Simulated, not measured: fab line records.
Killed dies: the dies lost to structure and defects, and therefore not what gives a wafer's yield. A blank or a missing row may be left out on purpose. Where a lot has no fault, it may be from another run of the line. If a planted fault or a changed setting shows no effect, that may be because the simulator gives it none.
What tool caused it? / flow berkeleyCmos170 / 14 lots, 42 wafers sampled, at 4 steps of a route of 331

== WHAT THE GAUGES READ, wafer by wafer ==
UCB170_START_THK_MEAS_03. Usual: START_OXIDE_THK gives 20.2 nm (standard deviation 0.3).
lot=L527; measured=day 1 19:17; on=filmMetro-03; START_OXIDE_THK (nm)=19.7 19.5 19.7; flag=
lot=L528; measured=day 1 19:18; on=filmMetro-01; START_OXIDE_THK (nm)=20.5 20.0 20.2; flag=
lot=L529; measured=day 1 23:22; on=filmMetro-01; START_OXIDE_THK (nm)=20.3 19.7 20.1; flag=
lot=L530; measured=day 2 05:28; on=filmMetro-02; START_OXIDE_THK (nm)=20.4 19.9 20.0; flag=
lot=L531; measured=day 2 10:12; on=filmMetro-03; START_OXIDE_THK (nm)=20.7 20.4 20.4; flag=
lot=L533; measured=day 2 18:52; on=filmMetro-01; START_OXIDE_THK (nm)=20.5 20.3 19.9; flag=
lot=L534; measured=day 3 01:51; on=filmMetro-02; START_OXIDE_THK (nm)=20.3 20.0 20.0; flag=
lot=L535; measured=day 3 05:35; on=filmMetro-01; START_OXIDE_THK (nm)=19.8 19.9 19.3; flag=
lot=L537; measured=day 3 15:42; on=filmMetro-01; START_OXIDE_THK (nm)=20.3 20.0 20.2; flag=
lot=L540; measured=day 4 05:50; on=filmMetro-01; START_OXIDE_THK (nm)=20.4 20.3 20.0; flag=
lot=L541; measured=day 4 11:39; on=filmMetro-02; START_OXIDE_THK (nm)=20.0 20.2 20.5; flag=
lot=L546; measured=day 5 13:41; on=filmMetro-02; START_OXIDE_THK (nm)=20.1 19.8 19.6; flag=
lot=L547; measured=day 5 18:01; on=filmMetro-01; START_OXIDE_THK (nm)=20.2 20.2 20.1; flag=
lot=L548; measured=day 5 22:16; on=filmMetro-03; START_OXIDE_THK (nm)=20.7 20.7 20.6; flag=

UCB170_NWELL_THK_MEAS_02. Usual: NWELL_OXIDE_THK gives 26.5 nm (standard deviation 0.44).
lot=L527; measured=day 2 01:13; on=filmMetro-04; NWELL_OXIDE_THK (nm)=26.3 26.0 25.9; flag=
lot=L528; measured=day 2 01:14; on=filmMetro-01; NWELL_OXIDE_THK (nm)=26.7 26.3 26.7; flag=
lot=L529; measured=day 2 06:49; on=filmMetro-03; NWELL_OXIDE_THK (nm)=26.2 26.1 25.8; flag=
lot=L530; measured=day 2 15:31; on=filmMetro-03; NWELL_OXIDE_THK (nm)=26.2 26.0 25.7; flag=
lot=L531; measured=day 2 19:21; on=filmMetro-03; NWELL_OXIDE_THK (nm)=26.1 26.3 26.3; flag=
lot=L533; measured=day 3 02:08; on=filmMetro-04; NWELL_OXIDE_THK (nm)=26.6 26.9 26.7; flag=
lot=L534; measured=day 3 10:11; on=filmMetro-04; NWELL_OXIDE_THK (nm)=26.8 26.1 26.2; flag=
lot=L535; measured=day 3 14:47; on=filmMetro-03; NWELL_OXIDE_THK (nm)=27.3 27.4 26.7; flag=
lot=L537; measured=day 3 23:30; on=filmMetro-03; NWELL_OXIDE_THK (nm)=25.9 26.1 26.2; flag=
lot=L540; measured=day 4 15:23; on=filmMetro-04; NWELL_OXIDE_THK (nm)=41.6 41.0 41.2; flag=OFF
lot=L541; measured=day 4 22:40; on=filmMetro-01; NWELL_OXIDE_THK (nm)=40.6 40.4 39.9; flag=OFF
lot=L546; measured=day 5 20:00; on=filmMetro-03; NWELL_OXIDE_THK (nm)=25.6 26.3 26.0; flag=
lot=L547; measured=day 6 01:36; on=filmMetro-03; NWELL_OXIDE_THK (nm)=26.5 26.2 26.4; flag=
lot=L548; measured=day 6 10:43; on=filmMetro-04; NWELL_OXIDE_THK (nm)=26.6 27.1 26.6; flag=

UCB170_PWELL_OVL_MEAS_13. Usual: PWELL_OVL gives -3 nm (standard deviation 6.7).
lot=L527; measured=day 3 04:18; on=overlay-01; PWELL_OVL (nm)=4 3 0; flag=
lot=L528; measured=day 3 04:47; on=overlay-02; PWELL_OVL (nm)=-4 -3 -2; flag=
lot=L529; measured=day 3 06:27; on=overlay-02; PWELL_OVL (nm)=-9 -1 -8; flag=
lot=L530; measured=day 3 10:52; on=overlay-02; PWELL_OVL (nm)=1 -4 -6; flag=
lot=L531; measured=day 3 19:10; on=overlay-01; PWELL_OVL (nm)=-2 7 -9; flag=
lot=L533; measured=day 4 03:58; on=overlay-01; PWELL_OVL (nm)=4 5 -4; flag=
lot=L534; measured=day 4 16:57; on=overlay-02; PWELL_OVL (nm)=-8 -7 -13; flag=
lot=L535; measured=day 4 17:12; on=overlay-01; PWELL_OVL (nm)=-2 -4 -7; flag=
lot=L537; measured=day 4 22:02; on=overlay-02; PWELL_OVL (nm)=-11 -9 -5; flag=
lot=L540; measured=day 5 13:54; on=overlay-01; PWELL_OVL (nm)=1 -10 1; flag=
lot=L541; measured=day 5 22:03; on=overlay-01; PWELL_OVL (nm)=6 7 12; flag=
lot=L546; measured=day 6 20:34; on=overlay-02; PWELL_OVL (nm)=-9 -14 -2; flag=
lot=L547; measured=day 7 00:50; on=overlay-01; PWELL_OVL (nm)=2 4 5; flag=
lot=L548; measured=day 7 12:15; on=overlay-01; PWELL_OVL (nm)=-4 -5 -6; flag=

== TOOL THAT RAN EACH LOT (tool first, then ch and the chambers of the sampled wafers, then the start) ==
lot=L527; UCB170_NWELL_OXIDATION_01=furnace-02 ch 0, day 1 23:52
lot=L528; UCB170_NWELL_OXIDATION_01=furnace-02 ch 0, day 1 23:52
lot=L529; UCB170_NWELL_OXIDATION_01=furnace-02 ch 0, day 2 05:28
lot=L530; UCB170_NWELL_OXIDATION_01=furnace-01 ch 0, day 2 14:09
lot=L531; UCB170_NWELL_OXIDATION_01=furnace-02 ch 0, day 2 17:59
lot=L533; UCB170_NWELL_OXIDATION_01=furnace-02 ch 0, day 3 00:46
lot=L534; UCB170_NWELL_OXIDATION_01=furnace-01 ch 0, day 3 08:50
lot=L535; UCB170_NWELL_OXIDATION_01=furnace-03 ch 0, day 3 13:26
lot=L537; UCB170_NWELL_OXIDATION_01=furnace-02 ch 0, day 3 22:08
lot=L540; UCB170_NWELL_OXIDATION_01=furnace-01 ch 0, day 4 11:20
lot=L541; UCB170_NWELL_OXIDATION_01=furnace-02 ch 0, day 4 18:38
lot=L546; UCB170_NWELL_OXIDATION_01=furnace-02 ch 0, day 5 18:38
lot=L547; UCB170_NWELL_OXIDATION_01=furnace-02 ch 0, day 6 00:15
lot=L548; UCB170_NWELL_OXIDATION_01=furnace-02 ch 0, day 6 09:21
- UCB170_NWELL_OXIDATION_01: target thk 26.4 nm, ox time 1260 s.

== WHAT THE TOOLS THEMSELVES READ (means of the sampled wafers that have a number; where no wafer has one, the mark that the record gives instead) ==
The record holds no such reading with a usual standard deviation.

== THE ANSWER, worked out from the rows above alone ==
Rule: a lot is off if the mean of its wafers that have a number lies more than 3 standard deviations from the usual mean. Also off: a lot with no number at a reading for which 4 or more lots have one. The other lots that the step has rows for count as sound. First the gauges in route order, then the tools' own readings, where a lot's mean is used as printed above. The first step at which some lot is off is used, and at that step the reading that is off furthest; a lot without a number counts as furthest.
Off: L540, L541, at UCB170_NWELL_THK_MEAS_02 (NWELL_OXIDE_THK).
A tool fits if, at a process step before that reading, it ran every lot that is off, and no sound lot after the first of them. The gauges at UCB170_NWELL_THK_MEAS_02 are tried like those tools. Of those tried, none fits.

== WHAT THE SIMULATOR PUT IN ==
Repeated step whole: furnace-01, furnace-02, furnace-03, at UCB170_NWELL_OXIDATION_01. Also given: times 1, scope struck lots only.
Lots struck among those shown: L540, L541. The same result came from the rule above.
